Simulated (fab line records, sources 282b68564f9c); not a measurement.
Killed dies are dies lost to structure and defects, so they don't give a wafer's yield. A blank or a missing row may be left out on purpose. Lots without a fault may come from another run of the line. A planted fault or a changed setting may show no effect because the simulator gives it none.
Which tool did it? | flow rit_cmos | 7 lots, 21 wafers sampled, at 2 steps of a route of 202

WHAT THE GAUGES READ, wafer by wafer
RIT_WELLDRIVE_RS_MEAS_01: measures by four-point-probe.
lot  | measured    | on            | NWELL_RS (ohm/sq)
L387 | day 2 15:01 | film_metro-04 | 276.6 275.6 276.2
L389 | day 3 00:50 | film_metro-02 | 276.6 276.0 277.4
L393 | day 3 21:37 | film_metro-02 | 253.3 252.7 253.6
L395 | day 4 06:47 | film_metro-04 | 253.1 253.8 254.3
L401 | day 5 11:29 | film_metro-04 | 274.4 274.3 275.0
L407 | day 6 16:23 | film_metro-04 | 274.4 273.0 274.7
L409 | day 7 02:36 | film_metro-02 | 275.5 275.5 275.5

WHICH TOOL RAN EACH LOT (tool, then ch and the chambers of the sampled wafers, then the start)
lot  | RIT_WELLDRIVE_ANNEAL_00
L387 | furnace-04 ch 0, day 2 09:56
L389 | furnace-01 ch 0, day 2 19:44
L393 | furnace-04 ch 0, day 3 16:30
L395 | furnace-04 ch 0, day 4 01:41
L401 | furnace-03 ch 0, day 5 06:23
L407 | furnace-03 ch 0, day 6 11:18
L409 | furnace-01 ch 0, day 6 21:29
- RIT_WELLDRIVE_ANNEAL_00: time 14700 s.

THE ANSWER, worked out from the rows above alone
Rule: what is usual is taken from the lots themselves. Put in order of their means at a reading, lots are off if they are a third of the lots or fewer, leave a main group of 4 or more, and stand apart from it by a gap of 3 or more times the standard deviation of the main group's means; of several such gaps the widest counts. A main group whose means are all the same, to the digits that the tables above print for the reading, isn't used. A lot without any number at a reading at which 4 lots or more have one is off too. The other lots that the step has rows for count as sound.
Off: L393, L395, at RIT_WELLDRIVE_RS_MEAS_01 (NWELL_RS). The main group: mean 275.4 ohm/sq, standard deviation 0.97.
A tool fits if, at a process step before that reading, it ran every lot that is off, and no sound lot after the first of them. The gauges at RIT_WELLDRIVE_RS_MEAS_01 are tried like those tools. One fits: furnace-04 at RIT_WELLDRIVE_ANNEAL_00. Its last sound lot is L387 (day 2 09:56), its first lot that is off L393 (day 3 16:30): a fault that began between those two fits.

WHAT THE SIMULATOR HAD PUT IN
Process parameter drift: furnace-04, from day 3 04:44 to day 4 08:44, at RIT_WELLDRIVE_ANNEAL_00. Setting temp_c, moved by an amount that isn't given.
Lots struck among those shown: L393, L395. The rule above found the same.
